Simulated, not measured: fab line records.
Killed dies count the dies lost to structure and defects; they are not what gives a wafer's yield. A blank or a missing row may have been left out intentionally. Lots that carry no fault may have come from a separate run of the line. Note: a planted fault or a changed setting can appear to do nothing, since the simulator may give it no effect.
fab line records    flow rit_cmos
[record] lots = 13  wafers = 39  last_day = 7
route steps=202 shown CONTACT@168
lots that met no fault: from a run of the same line without faults
start_h: hours from the record's first day to the start of the lot's first wafer shown    wait_h: time in hours since the lot's previous step    " the same as in the row above    L1.1+2: one row covering several wafers at once    - no value present, or no start provided    * or withheld: withheld    < > ~ a bound
route shown NAME@n: names a module that has steps shown in the file, with the first one's number in the route    usual: mean and standard deviation over wafers with no fault    same: alike in all rows    chamber/n: place in a boat    sites: readings site by site    _std_site: the standard deviation of these    _edge_site: mean of outer sites minus mean of inner sites    radius_mm: how far each site lies from the wafer's centre    mask NAME#n: copy n    behind: the last tool/chamber to shape the wafer    hold: why the lot went on hold/how many hours it stayed there/how the hold came to an end    device: whichever transistor did not switch (one of n, p or np)    end of line: tests of these same wafers at the route's end    step lacking rows: just its recipe    killed: the dies lost at the first sort to structure and to defects; this is not the yield of the wafer    map: dies across one wafer; x = killed, . = not, _ = none there
set.NAME: the setting as run; set.NAME@STEP: as run at that earlier step    model.NAME: the simulator's own value behind a step, which no gauge read
route steps across a sampled set of lots; one table per step, one row per wafer
services: a tool's chamber out of use, with start hour (start_h, from the record's first day; less than 0 if before it), hours out, and reason
[[steps]]
[step RIT_CONTACT_CVD_00]
[recipe] material = SiO2  target_thk_nm = 400  precursor = TEOS  temp_c = 390  time_s = 61.82  rf_w = 400
[usual] heater_power_w = 323/60
lot.wafer  tool      chamber  start_h  wait_h  heater_power_w
L323.2     pecvd-02  0        50.44    0.0     261
L323.3     "         2        "        "       381
L323.5     "         0        "        "       270
L324.3     pecvd-04  0        56.23    0.0     278
L324.5     "         1        "        "       316
L324.6     "         0        "        "       276
L325.1     pecvd-03  0        60.05    0.1     345
L325.4     "         2        "        "       266
L325.6     "         1        "        "       383
L326.1     pecvd-02  2        65.43    0.1     349
L326.5     "         2        "        "       349
L326.6     "         0        "        "       289
L327.4     pecvd-04  2        69.68    0.0     379
L327.5     "         1        "        "       324
L327.6     "         0        "        "       242
L328.1     pecvd-03  1        75.95    0.1     408
L328.2     "         0        "        "       287
L328.4     "         1        "        "       292
L330.1     pecvd-04  0        85.05    0.1     257
L330.2     "         1        "        "       314
L330.4     "         0        "        "       274
L331.2     pecvd-03  1        89.97    0.0     340
L331.4     "         2        "        "       211
L331.6     "         1        "        "       347
L332.1     pecvd-04  0        96.22    0.1     285
L332.4     "         0        "        "       205
L332.6     "         1        "        "       351
L334.1     pecvd-03  1        105.22   0.1     376
L334.5     "         2        "        "       286
L334.6     "         0        "        "       318
L337.1     pecvd-03  1        120.38   0.1     302
L337.4     "         0        "        "       302
L337.6     "         2        "        "       277
L344.1     pecvd-04  2        156.02   0.1     414
L344.3     "         0        "        "       265
L344.6     "         2        "        "       308
L345.1     pecvd-02  2        162.41   0.1     325
L345.4     "         1        "        "       360
L345.6     "         2        "        "       336
[step RIT_CONTACT_THK_MEAS_01]
[recipe] reads = SiO2_of_CONTACT_CVD_00
[usual] CONTACT_TEOS_THK = 406/5.7
lot.wafer  tool           chamber  start_h  wait_h  CONTACT_TEOS_THK[nm]
L323.2     film_metro-03  -        50.50    0.0     406
L323.3     "              -        "        "       399
L323.5     "              -        "        "       406
L324.3     film_metro-04  -        56.30    0.0     406
L324.5     "              -        "        "       408
L324.6     "              -        "        "       410
L325.1     film_metro-03  -        60.10    0.0     414
L325.4     "              -        "        "       416
L325.6     "              -        "        "       410
L326.1     film_metro-03  -        65.48    0.0     399
L326.5     "              -        "        "       403
L326.6     "              -        "        "       406
L327.4     film_metro-04  -        69.74    0.0     403
L327.5     "              -        "        "       407
L327.6     "              -        "        "       406
L328.1     film_metro-01  -        76.00    0.0     404
L328.2     "              -        "        "       411
L328.4     "              -        "        "       414
L330.1     film_metro-01  -        85.10    0.0     402
L330.2     "              -        "        "       402
L330.4     "              -        "        "       407
L331.2     film_metro-01  -        90.03    0.0     402
L331.4     "              -        "        "       406
L331.6     "              -        "        "       403
L332.1     film_metro-01  -        96.27    0.0     404
L332.4     "              -        "        "       411
L332.6     "              -        "        "       409
L334.1     film_metro-03  -        105.27   0.0     400
L334.5     "              -        "        "       405
L334.6     "              -        "        "       415
L337.1     film_metro-03  -        120.43   0.0     406
L337.4     "              -        "        "       421
L337.6     "              -        "        "       426
L344.1     film_metro-03  -        156.07   0.0     404
L344.3     "              -        "        "       401
L344.6     "              -        "        "       411
L345.1     film_metro-04  -        162.46   0.0     396
L345.4     "              -        "        "       406
L345.6     "              -        "        "       404
[[services]]
tool      chamber  start_h  hours  kind
pecvd-02  -        95.60    1.4    repair
pecvd-02  -        110.44   5.5    pm
pecvd-02  -        145.86   6.0    pm
[[key]]
[first_sign] step = RIT_CONTACT_THK_MEAS_01  reading = CONTACT_TEOS_THK  direction = up  sigmas = 3.5  usual = 406  struck = 426
effect none on later readings
met_at RIT_CONTACT_CVD_00
struck_lots L337
struck_wafers L337.6
tester_left_out L337
onset_between 105.22 120.38
[fault] kind = process_parameter_drift  tool = pecvd-03  chamber = 2  onset_h = 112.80  steps = RIT_CONTACT_CVD_00  channel = target_thk_nm  offset = 17.045  shape = step  end_h = 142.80  stated = 400
// tester_left_out: of these lots the tester's yield and bins aren't shown, on N5 and GAA mostly nor the transistor test; their killed dies are dies lost to structure and defects alone, not to doping, threshold or leakage, so they don't give the yield
